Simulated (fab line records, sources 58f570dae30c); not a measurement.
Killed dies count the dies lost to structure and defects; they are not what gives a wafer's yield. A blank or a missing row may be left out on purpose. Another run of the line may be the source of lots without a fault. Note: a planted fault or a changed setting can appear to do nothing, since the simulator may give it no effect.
What tool caused it? / flow berkeley cmos170 / Sampling: 7 lots, 21 wafers, 2 of 331 route steps

== WHAT EACH GAUGE READ, for each wafer ==
UCB170_PSD_CD_MEAS_06: the cd target is 1200 nm.
lot=L190; measured=day 8 02:15; on=cd sem-02; cd nm (nm)=1200.6 1200.9 1201.1
lot=L194; measured=day 8 08:44; on=cd sem-02; cd nm (nm)=1199.6 1201.3 1200.7
lot=L196; measured=day 8 22:08; on=cd sem-01; cd nm (nm)=1212.2 1211.9 1211.6
lot=L200; measured=day 9 15:26; on=cd sem-01; cd nm (nm)=1213.1 1212.3 1213.1
lot=L207; measured=day 11 03:13; on=cd sem-01; cd nm (nm)=1200.9 1199.5 1200.9
lot=L212; measured=day 12 14:58; on=cd sem-01; cd nm (nm)=1198.2 1199.4 1198.3
lot=L211; measured=day 12 15:50; on=cd sem-02; cd nm (nm)=1199.3 1201.5 1199.9

== WHAT TOOL EACH LOT RAN ON (gives the tool, then ch and the chambers of the sampled wafers, and finally the start) ==
lot=L190; UCB170_PSD_PEB_04=litho track-02 ch 0, day 8 01:59
lot=L194; UCB170_PSD_PEB_04=litho track-03 ch 0, day 8 08:28
lot=L196; UCB170_PSD_PEB_04=litho track-03 ch 0, day 8 21:52
lot=L200; UCB170_PSD_PEB_04=litho track-03 ch 0, day 9 15:07
lot=L207; UCB170_PSD_PEB_04=litho track-01 ch 0, day 11 02:57
lot=L212; UCB170_PSD_PEB_04=litho track-03 ch 0, day 12 14:41
lot=L211; UCB170_PSD_PEB_04=litho track-03 ch 0, day 12 15:34
- UCB170_PSD_PEB_04

== THE ANSWER, worked out from the rows above alone ==
Rule: usual is defined by the lots themselves. Put in order of their means at a reading, lots are off if they are a third of the lots or fewer, leave a main group of 4 or more, and stand apart from it by a gap of 3 or more times the standard deviation of the main group's means; of several such gaps the widest counts. The tables above print the reading to a certain number of digits; a main group whose means all agree to those digits is not used. Also off: a lot with no number at a reading for which 4 or more lots have one. Any other lot the step has rows for is counted as sound.
Off, at UCB170_PSD_CD_MEAS_06 on cd nm: L196, L200. For the main group the mean is 1200.1 nm and the standard deviation 0.78.
A tool fits if, at a process step before that reading, it ran every lot that is off, and no sound lot after the first of them. The gauges at UCB170_PSD_CD_MEAS_06 are tried like those tools. Of those tried, none fits.

== WHAT THE SIMULATOR PUT IN ==
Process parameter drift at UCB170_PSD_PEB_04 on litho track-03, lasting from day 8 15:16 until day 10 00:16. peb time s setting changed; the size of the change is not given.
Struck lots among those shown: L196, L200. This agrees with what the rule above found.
